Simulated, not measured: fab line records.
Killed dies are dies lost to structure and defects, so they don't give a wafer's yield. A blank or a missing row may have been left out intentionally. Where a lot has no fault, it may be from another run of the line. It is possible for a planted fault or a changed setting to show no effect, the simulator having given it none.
Which tool is to blame?	flow berkeley_cmos170	14 lots with 42 wafers sampled at 3 steps, on a route of 331 steps

WHAT EACH GAUGE READ, for each wafer
UCB170_V2_BOW_MEAS_03. Usual: for V2_BOW the level is 37 um and the standard deviation is 7.4.
lot	measured	on	V2_BOW (um)	flag
L574	day 8 09:13	film_metro-03	36 37 31	
L575	day 8 09:17	film_metro-01	36 47 33	
L576	day 9 06:23	film_metro-03	39 43 43	
L579	day 9 05:25	film_metro-04	41 39 38	
L578	day 9 05:50	film_metro-01	32 41 39	
L583	day 9 09:37	film_metro-04	37 41 38	
L584	day 9 18:20	film_metro-04	47 48 35	
L590	day 11 04:59	film_metro-01	43 48 48	
L591	day 11 02:52	film_metro-01	46 51 37	
L592	day 11 05:17	film_metro-04	42 38 35	
L594	day 11 20:55	film_metro-03	36 30 33	
L595	day 12 05:19	film_metro-01	40 33 24	
L596	day 12 15:31	film_metro-01	37 37 34	
L597	day 12 20:43	film_metro-01	34 45 31	

UCB170_V2_CD_MEAS_90: the cd target is 700 nm. Usual: cd_nm at 700.0 nm, with a standard deviation of 1.6.
lot	measured	on	cd_nm (nm)	flag
L574	day 8 13:51	cd_sem-02	700.1 702.7 702.1	
L575	day 8 14:09	cd_sem-02	700.0 699.9 698.8	
L576	day 9 08:52	cd_sem-01	699.7 700.1 699.6	
L579	day 9 07:02	cd_sem-02	702.0 701.8 700.1	
L578	day 9 07:53	cd_sem-01	698.5 698.3 698.7	
L583	day 9 12:48	cd_sem-02	700.3 700.7 698.3	
L584	day 9 21:29	cd_sem-01	700.8 699.7 700.2	
L590	day 11 22:43	cd_sem-01	697.9 697.1 694.0	
L591	day 11 05:36	cd_sem-01	699.6 700.9 699.9	
L592	day 14 12:28	cd_sem-01	701.7 699.5 698.2	
L594	day 11 23:10	cd_sem-02	697.9 696.4 699.5	
L595	day 12 07:23	cd_sem-02	701.8 702.0 700.9	
L596	day 12 18:20	cd_sem-02	698.5 697.8 699.3	
L597	day 13 00:06	cd_sem-02	700.8 701.2 700.0	

TOOL THAT RAN EACH LOT (tool first, then ch and the chambers of the sampled wafers, then the start)
lot	UCB170_ACTIVE_ETCH_15
L574	rie_diel-04 ch 1,2,3, day 4 12:38
L575	rie_diel-03 ch 0,1,2, day 4 12:50
L576	rie_diel-01 ch 1,2, day 4 23:36
L579	rie_diel-03 ch 0,3, day 4 23:49
L578	rie_diel-01 ch 0,3, day 5 00:05
L583	rie_diel-01 ch 0,1,3, day 5 22:19
L584	rie_diel-01 ch 0,1, day 6 08:17
L590	rie_diel-03 ch 0,2, day 7 15:23
L591	rie_diel-04 ch 1,3, day 7 15:33
L592	rie_diel-03 ch 2,3, day 7 22:33
L594	rie_diel-03 ch 1,2,3, day 8 09:25
L595	rie_diel-04 ch 0,1,2, day 8 20:14
L596	rie_diel-03 ch 0,3, day 9 06:23
L597	rie_diel-04 ch 0,2, day 9 11:25
- UCB170_ACTIVE_ETCH_15: etches Si3N4 in CH3F/Ar/O2, stops on SiO2, target depth 242 nm, time 151 s.

AS READ BY THE TOOLS THEMSELVES (means over the sampled wafers that have a number; for cases with no such wafer, the mark the record gives instead)
UCB170_ACTIVE_ETCH_15. Usual: O2_flow_sccm 7.001 sccm, standard deviation 0.021; drypump_motor_current_A 5.3 A, standard deviation 0.48; oes_product_au 0.938 a.u., standard deviation 0.019; throttle_valve_pct 8.07 %, standard deviation 0.13.
lot	tool	O2_flow_sccm (sccm)	drypump_motor_current_A (A)	oes_product_au (a.u.)	throttle_valve_pct (%)	flag
L574	rie_diel-04	7.011	5.8	0.952	8.14	
L575	rie_diel-03	7.021	4.8	0.944	8.04	
L576	rie_diel-01	6.998	5.8	0.933	7.95	
L579	rie_diel-03	7.011	5.0	0.924	8.10	
L578	rie_diel-01	7.005	5.0	0.923	8.00	
L583	rie_diel-01	7.012	5.3	0.924	8.01	
L584	rie_diel-01	6.983	5.5	0.926	8.17	
L590	rie_diel-03	7.015	4.9	0.932	8.07	
L591	rie_diel-04	6.993	5.5	0.970	8.19	
L592	rie_diel-03	6.996	4.9	0.939	8.07	
L594	rie_diel-03	6.983	4.8	0.941	8.03	
L595	rie_diel-04	7.012	5.7	0.941	8.09	
L596	rie_diel-03	6.994	5.0	0.928	8.10	
L597	rie_diel-04	7.007	5.9	0.919	8.09	

THE ANSWER, worked out from the rows above alone
Rule: lot off if the mean of its wafers having a number is beyond 3 standard deviations from the usual mean. Also off: a lot with no number at a reading for which 4 or more lots have one. Any other lot the step has rows for is counted as sound. After the gauges, taken in route order, come the tools' own readings; for these a lot's mean is taken, as printed above. At the first step where some lot is off, the reading lying furthest off is the one used; lots without a number count as furthest.
Across all readings shown, no lot is off: no conclusion can be drawn from this.

WHAT THE SIMULATOR HAD INSERTED
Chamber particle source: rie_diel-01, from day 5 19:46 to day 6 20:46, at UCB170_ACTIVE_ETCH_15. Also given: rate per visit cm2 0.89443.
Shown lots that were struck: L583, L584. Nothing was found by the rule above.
